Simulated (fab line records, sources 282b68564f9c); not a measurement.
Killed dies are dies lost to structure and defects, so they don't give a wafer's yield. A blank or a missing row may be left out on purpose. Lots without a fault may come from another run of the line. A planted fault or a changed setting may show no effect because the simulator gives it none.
fab line records | flow rit_cmos
record lots=6 wafers=18 last_day=7
route steps=202 shown PRETRO@69 GATE@75 FOX2@80 M1@202
lots that met no fault: from a run of the same line without faults
start_h: hours from the record's first day to the start of the lot's first wafer shown | wait_h: hours since the lot's step before | " the same as in the row above | L1.1+2: a row that stands for several wafers | - no value, or no start given | * or withheld: withheld | < > ~ a bound
route shown NAME@n: a module of which the file shows steps, and the number in the route of the first | usual: mean/standard deviation of fault-free wafers | same: alike in all rows | chamber/n: place in a boat | sites: the reading at each site | _std_site: their standard deviation | _edge_site: outer sites' mean less inner sites' | radius_mm: how far each site lies from the wafer's centre | mask NAME#n: copy n | behind: the tool/chamber that last shaped the wafer | hold: why the lot was held/for how many hours/how that ended | device: the transistor (n, p or np) that didn't switch | end of line: the same wafers' tests at the end of the route | a step without rows: its recipe alone | killed: dies lost to structure and defects at the first sort, not the wafer's yield | map: a wafer's dies, x killed, . not, _ none there
set.NAME: the setting as run; set.NAME@STEP: as run at that earlier step | model.NAME: the simulator's own value behind a step, which no gauge read
lots at some steps of the route; a table a step, a row a wafer
services: from which hour (start_h, from the record's first day; less than 0 if before it) a tool's chamber was out of use, for how many hours, and why
## steps
# step RIT_PRETRO_DEVELOP_05
# recipe resist=NOVOLAK develop_time_s=68 dev_temp_c=23
# step RIT_PRETRO_OVL_MEAS_06
# usual PRETRO_OVL=-0.2/1.4
# columns lot.wafer tool chamber start_h wait_h PRETRO_OVL[nm]
L934.3 overlay-01 - 41.98 - -0.9
L934.4 " - " " -0.9
L934.6 " - " " -1.4
L940.1 overlay-01 - 72.05 - -0.4
L940.4 " - " " -0.3
L940.5 " - " " -0.4
L945.1 overlay-01 - 98.95 - -1.4
L945.3 " - " " -2.0
L945.5 " - " " -2.1
L946.2 overlay-02 - 101.46 - -0.6
L946.3 " - " " 1.7
L946.5 " - " " -0.5
L948.2 overlay-02 - 111.38 - 0.9
L948.3 " - " " 3.6
L948.4 " - " " 2.0
L954.2 overlay-01 - 144.52 - 0.3
L954.3 " - " " 0.4
L954.4 " - " " -0.3
# step RIT_PRETRO_HARDBAKE_07
# recipe resist=NOVOLAK temp_c=140 time_s=120
# step RIT_PRETRO_IMPLANT_08
# recipe species=B energy_kev=45 dose_cm2=1.19e+13 tilt_deg=7
# step RIT_PRETRO_STRIP_09
# recipe chemistry=O2 time_s=180 resist=NOVOLAK platen_temp_c=withheld power_w=500 pressure_mtorr=4000 o2_flow_sccm=4000
# usual drypump_motor_current_A=5.74/0.29
# columns lot.wafer tool chamber start_h wait_h drypump_motor_current_A rf_hours_counter_h
L934.3 plasma_asher-02 0 42.47 0.1 6.28 -
L934.4 " 1 " " 5.61 -
L934.6 " 0 " " 6.22 -
L940.1 plasma_asher-03 0 72.49 0.1 5.26 44
L940.4 " 0 " " 5.27 -
L940.5 " 1 " " 5.59 -
L945.1 plasma_asher-03 0 99.39 0.1 5.33 47
L945.3 " 1 " " 5.56 -
L945.5 " 0 " " 5.29 -
L946.2 plasma_asher-03 0 101.89 0.1 5.29 47
L946.3 " 1 " " 5.59 -
L946.5 " 0 " " 5.29 -
L948.2 plasma_asher-04 0 111.81 0.1 6.03 47
L948.3 " 1 " " 5.74 -
L948.4 " 0 " " 6.04 -
L954.2 plasma_asher-04 1 144.95 0.1 5.71 50
L954.3 " 1 " " 5.71 -
L954.4 " 0 " " 6.01 -
# step RIT_PRETRO_TW_MEAS_10
# usual PRETRO_TW=475/4.8
# columns lot.wafer tool chamber start_h wait_h PRETRO_TW
L934.3 film_metro-02 - 42.60 0.1 479
L934.4 " - " " 479
L934.6 " - " " 477
L940.1 film_metro-02 - 72.66 0.1 481
L940.4 " - " " 480
L940.5 " - " " 482
L945.1 film_metro-01 - 99.56 0.1 470
L945.3 " - " " 472
L945.5 " - " " 474
L946.2 film_metro-01 - 102.07 0.1 472
L946.3 " - " " 473
L946.5 " - " " 473
L948.2 film_metro-02 - 111.99 0.1 476
L948.3 " - " " 476
L948.4 " - " " 477
L954.2 film_metro-02 - 145.13 0.1 483
L954.3 " - " " 481
L954.4 " - " " 480
# step RIT_GATE_WET_ETCH_00
# recipe chemistry=BOE target=SiO2 target_depth_nm=56 time_s=60 dry=n2_spin dilution=10:1 temp_c=21.5
# step RIT_GATE_CLEAN_01
# recipe chemistry=SC1 mix=3:3:50 time_s=600 temp_c=75
# step RIT_GATE_CLEAN_02
# recipe chemistry=dHF dilution=50:1 time_s=30
# step RIT_GATE_CLEAN_03
# recipe chemistry=SC2 mix=3:3:50 time_s=600 temp_c=75 dry=n2_spin
# step RIT_GATE_CLEAN_04
# recipe chemistry=dHF dilution=50:1 time_s=60 dry=n2_spin
# step RIT_FOX2_THK_MEAS_91
# recipe reads=SiO2_of_FOX2_OXIDATION_00
# usual FIELD_OXIDE_LEFT_2_THK=263/8.2
# columns lot.wafer tool chamber start_h wait_h FIELD_OXIDE_LEFT_2_THK[nm]
L934.3 film_metro-03 - 43.10 0.0 275
L934.4 " - " " 279
L934.6 " - " " 274
L940.1 film_metro-02 - 73.32 0.0 271
L940.4 " - " " 265
L940.5 " - " " 262
L945.1 film_metro-04 - 100.04 0.0 256
L945.3 " - " " 257
L945.5 " - " " 257
L946.2 film_metro-02 - 102.57 0.0 266
L946.3 " - " " 264
L946.5 " - " " 269
L948.2 film_metro-04 - 112.50 0.0 262
L948.3 " - " " 265
L948.4 " - " " 260
L954.2 film_metro-03 - 145.65 0.0 278
L954.3 " - " " 277
L954.4 " - " " 275
# step RIT_GATE_OXIDATION_05
# recipe temp_c=900 ambient=O2 target_thk_a=30 ox_time_s=270
# usual spike_tc_load_C=922.7/2.1 zone_power_load_pct=28.1/0.67
# columns lot.wafer tool chamber start_h wait_h spike_tc_load_C zone_power_load_pct model.SiO2_of_GATE_OXIDATION_05.thk_nm
L934.3 furnace-03 0 43.48 0.4 921.2 27.9 3.027
L934.4 " 0 " " 922.2 28.0 3.021
L934.6 " 0 " " 921.6 28.6 2.923
L940.1 furnace-04 0 74.14 0.8 926.8 29.1 3.031
L940.4 " 0 " " 926.0 29.4 2.988
L940.5 " 0 " " 925.3 29.5 3.004
L945.1 furnace-01 0 100.10 0.1 924.3 27.6 3.023
L945.3 " 0 " " 922.5 27.7 3.049
L945.5 " 0 " " 922.4 27.4 3.067
L946.2 furnace-03 0 102.62 0.0 922.2 28.0 3.484
L946.3 " 0 " " 922.1 28.1 3.473
L946.5 " 0 " " 919.8 27.9 3.496
L948.2 furnace-03 0 112.79 0.3 919.4 28.0 3.459
L948.3 " 0 " " 922.2 28.2 3.48
L948.4 " 0 " " 921.5 27.7 3.43
L954.2 furnace-01 0 148.95 3.3 924.5 27.7 3.067
L954.3 " 0 " " 924.2 27.3 3.077
L954.4 " 0 " " 923.6 27.1 3.055
# step RIT_GATE_ANNEAL_06
# recipe temp_c=900 time_s=600 ambient=N2O
# step RIT_GATE_THK_MEAS_07
# recipe reads=SiO2_of_GATE_OXIDATION_05
# usual GATE_OXIDE_THK=3.02/0.06
# columns lot.wafer tool chamber start_h wait_h GATE_OXIDE_THK[nm]
L934.3 film_metro-03 - 45.03 0.0 3.05
L934.4 " - " " 3.06
L934.6 " - " " 2.89
L940.1 film_metro-04 - 78.41 0.0 2.96
L940.4 " - " " 2.96
L940.5 " - " " 2.94
L945.1 film_metro-04 - 101.43 0.0 3.05
L945.3 " - " " 3.05
L945.5 " - " " 3.08
L946.2 film_metro-03 - 103.95 0.0 3.46
L946.3 " - " " 3.46
L946.5 " - " " 3.46
L948.2 film_metro-04 - 115.12 0.0 3.45
L948.3 " - " " 3.44
L948.4 " - " " 3.44
L954.2 film_metro-04 - 152.02 0.0 3.05
L954.3 " - " " 3.11
L954.4 " - " " 3.03
# step RIT_GATE_CVD_08
# recipe material=poly-Si target_thk_nm=250 temp_c=610 precursor=SiH4 time_s=2220 pressure_mtorr=300 sih4_flow_sccm=100
# step RIT_M1_PROBE_99
# usual killed_at_front_end=6.7/2.9 killed_dies=6.8/2.9 killed_on_rim=1.8/1.4 killed_open=3.5/2 killed_short=3.2/1.9
# same gross_dies=264 killed_at_M0_to_M3=0 killed_at_M4_up=0 killed_at_back_side=0 killed_at_contacts=0 killed_at_other=0
# columns lot.wafer tool chamber start_h wait_h killed_at_front_end killed_dies killed_on_rim killed_open killed_short model.etest.pmos_0p3.r_on_ohm_um model.etest.pmos_turned.r_on_ohm_um model.etest.pmos_0p15.r_on_ohm_um model.etest.nmos_0p3.r_on_ohm_um model.etest.nmos_0p15.r_on_ohm_um model.etest.nmos_0p15.drive_ua_um model.etest.nmos_0p3.drive_ua_um model.etest.nmos_narrow.drive_ua_um
L934.3 prober-01 - 68.76 0.2 5 5 2 2 3 6229 3411 2715 2122 1111 475.2 226.6 220.3
L934.4 prober-01 - 68.81 0.2 10 10 1 1 8 6399 3469 2776 2157 1121 473.2 226.1 217.8
L934.6 prober-01 - 68.91 0.2 4 4 1 2 2 6148 3308 2674 2080 1069 493 236.6 229
L940.1 prober-02 - 101.37 0.1 2 2 0 1 1 6402 3509 2887 2199 1168 453 220.6 212.5
L940.4 prober-02 - 101.52 0.2 5 5 0 3 2 6268 3437 2807 2153 1131 457 224.8 219.2
L940.5 prober-02 - 101.57 0.2 5 5 2 2 3 6300 3491 2858 2175 1153 449.5 222.2 216.8
L945.1 prober-02 - 125.77 0.1 6 6 0 1 5 6299 3436 2796 2189 1169 456.2 223.3 225.4
L945.3 prober-02 - 125.87 0.2 7 7 3 2 5 6321 3444 2825 2192 1181 451.8 220.8 223.9
L945.5 prober-02 - 125.97 0.2 5 5 1 1 4 6337 3443 2794 2207 1157 457.6 221.7 223.7
L946.2 prober-01 - 128.57 0.1 7 7 2 4 3 6875 3520 2818 2376 1197 414.8 187.4 181.2
L946.3 prober-01 - 128.62 0.2 6 6 2 4 2 6904 3475 2802 2347 1173 427.1 189.9 188.5
L946.5 prober-01 - 128.72 0.2 4 4 0 1 3 6829 3464 2830 2346 1190 407.7 188.3 180.3
L948.2 prober-01 - 139.20 0.1 4 4 0 1 3 7020 3634 2936 2425 1229 405.6 184.8 182.6
L948.3 prober-01 - 139.25 0.2 4 4 1 2 2 6993 3624 2956 2452 1263 396.9 182.9 173.6
L948.4 prober-01 - 139.30 0.2 2 2 0 1 1 6992 3666 2934 2402 1236 398.4 183.6 179.7
L954.2 prober-01 - 176.64 0.1 9 9 3 4 4 6264 3346 2752 2159 1120 457.6 222.1 216.7
L954.3 prober-01 - 176.69 0.2 11 11 4 6 5 6352 3427 2776 2181 1136 459.4 219.8 216.2
L954.4 prober-01 - 176.74 0.2 11 11 3 2 7 6366 3418 2816 2205 1188 452.4 223.5 222.1
# killed by level:class
L934.3 GATE:geometric_particle:short=3 GATE:geometric_particle:open=1 REOX:geometric_particle:open=1
L934.4 GATE:geometric_particle:short=6 ACTIVE:geometric_particle:short=1 REOX:geometric_particle:open=1 REOX:geometric_particle:short=1 PWELL:coat_microbubble_printed=1
L934.6 GATE:geometric_particle:short=1 GATE:geometric_particle:open=1 SPACER:geometric_particle:short=1 SPACER:geometric_particle:open=1
L940.1 FOX2:geometric_particle:short=1 SPACER:geometric_particle:open=1
L940.4 SPACER:geometric_particle:open=2 FOX1:geometric_particle:short=1 FOX2:geometric_particle:open=1 REOX:geometric_particle:short=1
L940.5 SPACER:geometric_particle:short=2 GATE:geometric_particle:open=1 REOX:geometric_particle:short=1 SILICIDE:geometric_particle:open=1
L945.1 GATE:geometric_particle:short=2 FOX1:geometric_particle:open=1 FOX2:geometric_particle:short=1 REOX:geometric_particle:short=1 SILICIDE:geometric_particle:short=1
L945.3 GATE:geometric_particle:short=3 GATE:geometric_particle:open=2 FOX2:geometric_particle:short=1 SILICIDE:geometric_particle:short=1
L945.5 SPACER:geometric_particle:short=2 GATE:geometric_particle:short=1 REOX:geometric_particle:short=1 SPACER:geometric_particle:open=1
L946.2 GATE:geometric_particle:short=3 FOX1:geometric_particle:open=1 GATE:geometric_particle:open=1 REOX:geometric_particle:open=1 SILICIDE:geometric_particle:open=1
L946.3 GATE:geometric_particle:open=2 REOX:geometric_particle:open=2 FOX1:geometric_particle:short=1 GATE:geometric_particle:short=1
L946.5 GATE:geometric_particle:short=2 FOX1:geometric_particle:short=1 REOX:geometric_particle:open=1
L948.2 GATE:geometric_particle:short=2 REOX:geometric_particle:short=1 REOX:geometric_particle:open=1
L948.3 GATE:geometric_particle:open=1 GATE:geometric_particle:short=1 SPACER:geometric_particle:open=1 SPACER:geometric_particle:short=1
L948.4 GATE:geometric_particle:open=1 GATE:geometric_particle:short=1
L954.2 GATE:geometric_particle:open=2 FOX1:geometric_particle:open=1 FOX1:geometric_particle:short=1 FOX2:geometric_particle:open=1 GATE:geometric_particle:short=1 REOX:geometric_particle:short=1 SPACER:geometric_particle:short=1 PLDD:coat_microbubble_printed=1
L954.3 SILICIDE:geometric_particle:open=3 SILICIDE:geometric_particle:short=3 GATE:geometric_particle:short=2 GATE:geometric_particle:open=2 FOX1:geometric_particle:open=1
L954.4 FOX1:geometric_particle:short=2 REOX:geometric_particle:short=2 ACTIVE:coat_microbubble_printed=2 GATE:geometric_particle:short=1 GATE:geometric_particle:open=1 SPACER:geometric_particle:short=1 SILICIDE:geometric_particle:short=1 SILICIDE:geometric_particle:open=1
## services
# columns tool chamber start_h hours kind
plasma_asher-02 - 32.06 0.5 repair
furnace-01 - 74.34 3.8 pm
furnace-04 - 111.62 3.5 pm
## key
first_sign step=RIT_GATE_THK_MEAS_07 reading=GATE_OXIDE_THK direction=up sigmas=7.3 usual=3.02 struck=3.45
effect none on later readings
model_effect step=RIT_GATE_OXIDATION_05 value=SiO2_of_GATE_OXIDATION_05.thk_nm without=3.015 struck=3.47
model_effect step=RIT_M1_PROBE_99 value=etest.pmos_0p3.r_on_ohm_um without=6171 struck=6936
met_at RIT_GATE_OXIDATION_05
struck_wafers L946.2,L946.3,L946.5,L948.2,L948.3,L948.4
tester_left_out L946,L948
onset_between 43.48 102.62
fault kind=process_parameter_drift tool=furnace-03 chamber=- onset_h=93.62 steps=RIT_GATE_OXIDATION_05 channel=ox_time_s offset=* shape=step end_h=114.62 acts_in=* stated=*
# tester_left_out: of these lots the tester's yield and bins aren't shown, on N5 and GAA mostly nor the transistor test; their killed dies are dies lost to structure and defects alone, not to doping, threshold or leakage, so they don't give the yield
